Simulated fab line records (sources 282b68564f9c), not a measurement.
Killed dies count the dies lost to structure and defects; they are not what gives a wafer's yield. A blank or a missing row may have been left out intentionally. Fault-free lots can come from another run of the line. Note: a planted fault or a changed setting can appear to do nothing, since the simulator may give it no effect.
fab line records | flow rit-cmos
[record] lots = 5 wafers = 23
route steps=202 shown M1@190
start-h: hours from the record's opening day to when the first of the lot's shown wafers began | wait-h: hours since the lot's step before | " repeats the value in the row above | L1.1+2: several wafers, shown together as one row | - either no value or no given start | * or withheld: withheld | < > ~ a bound
route shown NAME@n: a module of which the file shows steps, and the number in the route of the first | usual: mean/standard deviation taken from wafers without a fault | same: alike in all rows | chamber/n: place in a boat | sites: per-site readings | _std_site: their standard deviation | _edge_site: mean of outer sites minus mean of inner sites | radius-mm: how far each site lies from the wafer's centre | mask NAME#n: copy n | behind: the most recent tool/chamber to have shaped the wafer | hold: why the lot was held/for how many hours/how that ended | device: whichever transistor did not switch (one of n, p or np) | end of line: the route-end tests of the same wafers | step lacking rows: just its recipe | killed: the dies lost at the first sort to structure and to defects; this is not the yield of the wafer | map: the dies of a wafer, with x for killed, . for not killed, _ for no die there
set.NAME: the setting that was run; set.NAME@STEP: the one run at that earlier step | model.NAME: the simulator's own value behind a step, which no gauge read
lots run with intentionally changed settings; tables by step, rows by wafer
[[steps]]
[step RIT_M1_EXPOSE_06]
[recipe] mask-id = M12 na = 0.6 source-shape = conventional sigma-outer = 0.5 target-cd-nm = 2600 dose-mj = 250
// columns lot.wafer tool chamber start-h wait-h mask set.dose-mj
L074.1+4+5 iline-stepper-01 0 57.38 0.1 M12#0 250
L074.2+6 " 0 " " M12#0 241.8
L076.1+2+3 iline-stepper-02 0 64.85 0.2 M12#0 250
L076.4+6 " 0 " " M12#0 262.2
L079.1+2+3 iline-stepper-02 0 78.82 0.2 M12#0 250
L084.1+4 iline-stepper-01 0 103.99 0.2 M12#0 250
L084.2+3+6 " 0 " " M12#0 237.8
L085.2+6 iline-stepper-01 0 107.94 0.1 M12#0 236.6
L085.3+4+5 " 0 " " M12#0 250
[step RIT_M1_PEB_07]
[recipe] resist = NOVOLAK temp-c = withheld time-s = withheld
[step RIT_M1_DEVELOP_08]
[recipe] resist = NOVOLAK develop-time-s = 68 dev-temp-c = 23
[step RIT_M1_CD_MEAS_09]
[recipe] target-cd-nm = 2600
[usual] cd-nm = 2600.0/1.6
// columns lot.wafer tool chamber start-h wait-h set.dose-mj@M1_EXPOSE_06 cd-nm
L074.1 cd-sem-01 - 57.81 - 250 2597.8
L074.2 " - " " 241.8 2609.0
L074.4 " - " " 250 2597.9
L074.5 " - " " 250 2598.3
L074.6 " - " " 241.8 2607.5
L076.1 cd-sem-02 - 65.28 - 250 2599.4
L076.2 " - " " 250 2599.0
L076.3 " - " " 250 2600.2
L076.4 " - " " 262.2 2583.8
L076.6 " - " " 262.2 2584.2
L079.1 cd-sem-02 - 79.25 - 250 2602.3
L079.2 " - " " 250 2602.9
L079.3 " - " " 250 2601.6
L084.1 cd-sem-02 - 104.42 - 250 2601.7
L084.2 " - " " 237.8 2617.3
L084.3 " - " " 237.8 2614.7
L084.4 " - " " 250 2601.2
L084.6 " - " " 237.8 2614.8
L085.2 cd-sem-02 - 108.37 - 236.6 2615.0
L085.3 " - " " 250 2599.7
L085.4 " - " " 250 2598.7
L085.5 " - " " 250 2596.9
L085.6 " - " " 236.6 2614.6
[step RIT_M1_HARDBAKE_11]
[recipe] resist = NOVOLAK temp-c = 140 time-s = 120
[step RIT_M1_METAL_ETCH_12]
[recipe] stop-on = SiO2 chemistry = Cl2/BCl3 target = Al time-s = 165 over-etch-frac = 0.4654 pressure-mtorr = 100 target-depth-a = 6000 rf-w = 250 Cl2_flow_sccm = 60 bcl3-flow-sccm = 50
[usual] oes-product-au = 0.796/0.011
// columns lot.wafer tool chamber start-h wait-h set.power-w@M1_SPUTTER_00 set.dose-mj@M1_EXPOSE_06 oes-product-au model.M1.cd-nm
L074.1 rie-metal-02 0 58.21 0.2 2000 250 0.781 2600
L074.2 " 1 " " 2000 241.8 0.801 2609
L074.4 " 1 " " 1794 250 0.742 2599
L074.5 " 1 " " 2000 250 0.794 2600
L074.6 " 0 " " 1794 241.8 0.744 2609
L076.1 rie-metal-03 0 65.69 0.2 2000 250 0.801 2598
L076.2 " 1 " " 2000 250 0.794 2600
L076.3 " 0 " " 2000 250 0.795 2600
L076.4 " 1 " " 2000 262.2 0.798 2585
L076.6 " 0 " " 2000 262.2 0.805 2583
L079.1 rie-metal-03 0 79.66 0.2 2000 250 0.781 2603
L079.2 " 1 " " 2000 250 0.800 2604
L079.3 " 0 " " 2000 250 0.779 2602
L084.1 rie-metal-04 1 104.83 0.2 2000 250 0.805 2605
L084.2 " 0 " " 2000 237.8 0.808 2619
L084.3 " 1 " " 2000 237.8 0.812 2618
L084.4 " 0 " " 2000 250 0.797 2602
L084.6 " 1 " " 2000 237.8 0.810 2618
L085.2 rie-metal-03 0 108.76 0.2 2000 236.6 0.789 2616
L085.3 " 0 " " 2000 250 0.795 2600
L085.4 " 1 " " 2000 250 0.775 2602
L085.5 " 1 " " 1767 250 0.743 2601
L085.6 " 0 " " 1767 236.6 0.734 2614
[step RIT_M1_STRIP_13]
[recipe] chemistry = nmp resist = NOVOLAK temp-c = 80 time-s = 600 dry = n2-spin
[step RIT_M1_STRIP_14]
[recipe] chemistry = O2 time-s = 180 platen-temp-c = withheld power-w = 500 pressure-mtorr = 4000 o2-flow-sccm = 4000
[step RIT_M1_CD_MEAS_90]
[recipe] target-cd-nm = 2600
[usual] cd-nm = 2600.8/2
// columns lot.wafer tool chamber start-h wait-h set.dose-mj@M1_EXPOSE_06 cd-nm
L074.1 cd-sem-01 - 58.73 0.1 250 2600.4
L074.2 " - " " 241.8 2608.9
L074.4 " - " " 250 2598.8
L074.5 " - " " 250 2599.7
L074.6 " - " " 241.8 2609.0
L076.1 cd-sem-01 - 66.20 0.1 250 2597.9
L076.2 " - " " 250 2599.8
L076.3 " - " " 250 2599.3
L076.4 " - " " 262.2 2585.1
L076.6 " - " " 262.2 2583.2
L079.1 cd-sem-01 - 80.17 0.1 250 2603.4
L079.2 " - " " 250 2603.3
L079.3 " - " " 250 2602.5
L084.1 cd-sem-01 - 105.39 0.1 250 2605.0
L084.2 " - " " 237.8 2618.8
L084.3 " - " " 237.8 2618.0
L084.4 " - " " 250 2601.4
L084.6 " - " " 237.8 2618.1
L085.2 cd-sem-01 - 109.29 0.1 236.6 2616.0
L085.3 " - " " 250 2600.1
L085.4 " - " " 250 2601.9
L085.5 " - " " 250 2600.3
L085.6 " - " " 236.6 2614.6
[step RIT_M1_ANNEAL_15]
[recipe] temp-c = 450 time-s = 1800 ambient = forming_gas_H2N2
[step RIT_M1_PROBE_99]
[usual] killed-at-contacts = 0.0/0.2 killed-at-front-end = 6/3.1 killed-dies = 6/3.1 killed-open = 3.1/1.8 killed-short = 3.3/2
[same] gross-dies = 264 killed_at_M0_to_M3 = 0 killed_at_M4_up = 0 killed-at-back-side = 0 killed-at-other = 0
// columns lot.wafer tool chamber start-h wait-h set.energy-kev@NLDD_IMPLANT_08 set.energy-kev@PLDD_IMPLANT_08 killed-at-contacts killed-at-front-end killed-dies killed-open killed-short model.etest.pldd.rs-ohm-sq model.etest.nldd.rs-ohm-sq
L074.1 prober-02 - 61.55 0.1 19.35 20 0 5 5 3 2 566.6 411.3
L074.2 prober-02 - 61.60 0.1 20 21.05 0 4 4 2 2 514.5 398.8
L074.4 prober-02 - 61.70 0.2 20 21.05 0 4 4 2 2 518 398.1
L074.5 prober-02 - 61.75 0.2 19.35 21.05 0 6 6 3 3 506.9 413.1
L074.6 prober-02 - 61.80 0.2 19.35 20 0 6 6 4 2 562.9 410.4
L076.1 prober-02 - 67.94 0.1 20 20 1 8 9 3 5 611.3 437.1
L076.2 prober-02 - 67.99 0.1 20.41 20 0 19 19 9 10 595.8 423.1
L076.3 prober-02 - 68.04 0.2 20 20 0 6 6 3 3 617.1 440.8
L076.4 prober-02 - 68.09 0.2 20.41 20 0 11 11 5 6 599.8 424.6
L076.6 prober-02 - 68.19 0.2 20 20 0 11 11 7 4 603.9 440.2
L079.1 prober-01 - 84.10 0.1 20 20 0 11 11 7 4 505 384.5
L079.2 prober-01 - 84.15 0.1 20 20 0 8 8 3 5 527.8 391.2
L079.3 prober-01 - 84.20 0.2 20 20 0 6 6 2 4 524.1 393.2
L084.1 prober-02 - 107.13 0.1 20.94 20 0 7 7 3 4 464.6 352.5
L084.2 prober-02 - 107.18 0.1 20 20 0 5 5 2 3 457.4 365.5
L084.3 prober-02 - 107.23 0.2 20 20 0 6 6 2 4 - -
L084.4 prober-02 - 107.28 0.2 20.94 20 0 5 5 5 0 456.3 347.4
L084.6 prober-02 - 107.38 0.2 20 20 0 7 7 3 4 443.2 357.8
L085.2 prober-01 - 111.06 0.1 18.83 20 0 4 4 0 4 450 363.6
L085.3 prober-01 - 111.11 0.2 20 19.27 0 5 5 1 4 507 353.4
L085.4 prober-01 - 111.16 0.2 18.83 19.27 0 7 7 4 3 503.8 372.9
L085.5 prober-01 - 111.21 0.2 20 20 0 8 8 3 5 455.4 345.3
L085.6 prober-01 - 111.26 0.2 18.83 19.27 0 6 6 3 3 491.3 368.6
// killed by level:class
L074.1 FOX2:geometric-particle:short=1 GATE:geometric-particle:open=1 REOX:geometric-particle:open=1 SPACER:geometric-particle:short=1 SILICIDE:geometric-particle:open=1
L074.2 REOX:geometric-particle:short=2 REOX:geometric-particle:open=2
L074.4 FOX1:geometric-particle:open=1 GATE:geometric-particle:short=1 REOX:geometric-particle:short=1 SPACER:geometric-particle:open=1
L074.5 GATE:geometric-particle:short=1 REOX:geometric-particle:open=1 SPACER:geometric-particle:short=1 SPACER:geometric-particle:open=1 SILICIDE:geometric-particle:short=1 SILICIDE:geometric-particle:open=1
L074.6 GATE:geometric-particle:open=2 REOX:geometric-particle:open=2 GATE:geometric-particle:short=1 REOX:geometric-particle:short=1
L076.1 GATE:geometric-particle:short=3 FOX1:geometric-particle:short=1 GATE:geometric-particle:open=1 REOX:geometric-particle:open=1 SPACER:geometric-particle:short=1 SILICIDE:geometric-particle:open=1 CONTACT:area-etch=1
L076.2 GATE:geometric-particle:short=8 GATE:geometric-particle:open=7 SILICIDE:geometric-particle:open=2 SPACER:geometric-particle:short=1 SILICIDE:geometric-particle:short=1
L076.3 GATE:geometric-particle:open=3 GATE:geometric-particle:short=1 SPACER:geometric-particle:short=1 SILICIDE:geometric-particle:short=1
L076.4 GATE:geometric-particle:open=3 GATE:geometric-particle:short=2 REOX:geometric-particle:short=2 SPACER:geometric-particle:short=2 FOX1:geometric-particle:open=1 SPACER:geometric-particle:open=1
L076.6 GATE:geometric-particle:open=3 GATE:geometric-particle:short=2 FOX1:geometric-particle:open=1 FOX1:geometric-particle:short=1 FOX2:geometric-particle:short=1 REOX:geometric-particle:open=1 SPACER:geometric-particle:open=1 SILICIDE:geometric-particle:open=1
L079.1 REOX:geometric-particle:open=2 SPACER:geometric-particle:open=2 SILICIDE:geometric-particle:open=2 ACTIVE:geometric-particle:short=1 GATE:geometric-particle:open=1 GATE:geometric-particle:short=1 REOX:geometric-particle:short=1 SPACER:geometric-particle:short=1
L079.2 GATE:geometric-particle:open=3 GATE:geometric-particle:short=2 REOX:geometric-particle:short=2 FOX2:geometric-particle:short=1
L079.3 SPACER:geometric-particle:short=2 FOX1:geometric-particle:short=1 GATE:geometric-particle:open=1 SPACER:geometric-particle:open=1 SILICIDE:geometric-particle:short=1
L084.1 GATE:geometric-particle:open=3 GATE:geometric-particle:short=1 REOX:geometric-particle:short=1 SPACER:geometric-particle:short=1 SILICIDE:geometric-particle:short=1
L084.2 GATE:geometric-particle:short=2 GATE:geometric-particle:open=2 REOX:geometric-particle:short=1
L084.3 GATE:geometric-particle:short=3 GATE:geometric-particle:open=1 REOX:geometric-particle:short=1 SPACER:geometric-particle:open=1
L084.4 GATE:geometric-particle:open=2 SPACER:geometric-particle:open=2 SILICIDE:geometric-particle:open=1
L084.6 GATE:geometric-particle:short=2 FOX1:geometric-particle:open=1 GATE:geometric-particle:open=1 REOX:geometric-particle:open=1 SPACER:geometric-particle:short=1 SILICIDE:geometric-particle:short=1
L085.2 GATE:geometric-particle:short=3 REOX:geometric-particle:short=1
L085.3 FOX1:geometric-particle:short=1 GATE:geometric-particle:short=1 REOX:geometric-particle:short=1 REOX:geometric-particle:open=1 SILICIDE:geometric-particle:short=1
L085.4 GATE:geometric-particle:open=3 GATE:geometric-particle:short=2 FOX1:geometric-particle:open=1 SILICIDE:geometric-particle:short=1
L085.5 GATE:geometric-particle:short=3 REOX:geometric-particle:short=2 REOX:geometric-particle:open=2 FOX1:geometric-particle:open=1
L085.6 GATE:geometric-particle:short=2 FOX1:geometric-particle:short=1 FOX1:geometric-particle:open=1 REOX:geometric-particle:open=1 SILICIDE:geometric-particle:open=1
[[key]]
[split] step = RIT_M1_EXPOSE_06 setting = dose-mj stated = 250 by = wafer
[response] step = RIT_M1_CD_MEAS_09 reading = cd-nm change = -3.06 per = 1% r = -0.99
[response] step = RIT_M1_METAL_ETCH_12 reading = model.M1.cd-nm change = -2.92 per = 1% r = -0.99
[response] step = RIT_M1_CD_MEAS_90 reading = cd-nm change = -2.92 per = 1% r = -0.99
split outside-this-file step=RIT_NLDD_IMPLANT_08 setting=energy-kev
split outside-this-file step=RIT_PLDD_IMPLANT_08 setting=energy-kev
split outside-this-file step=RIT_M1_SPUTTER_00 setting=power-w
// split outside-this-file: this setting was split too, and the file shows its column; the key of that split is in another file
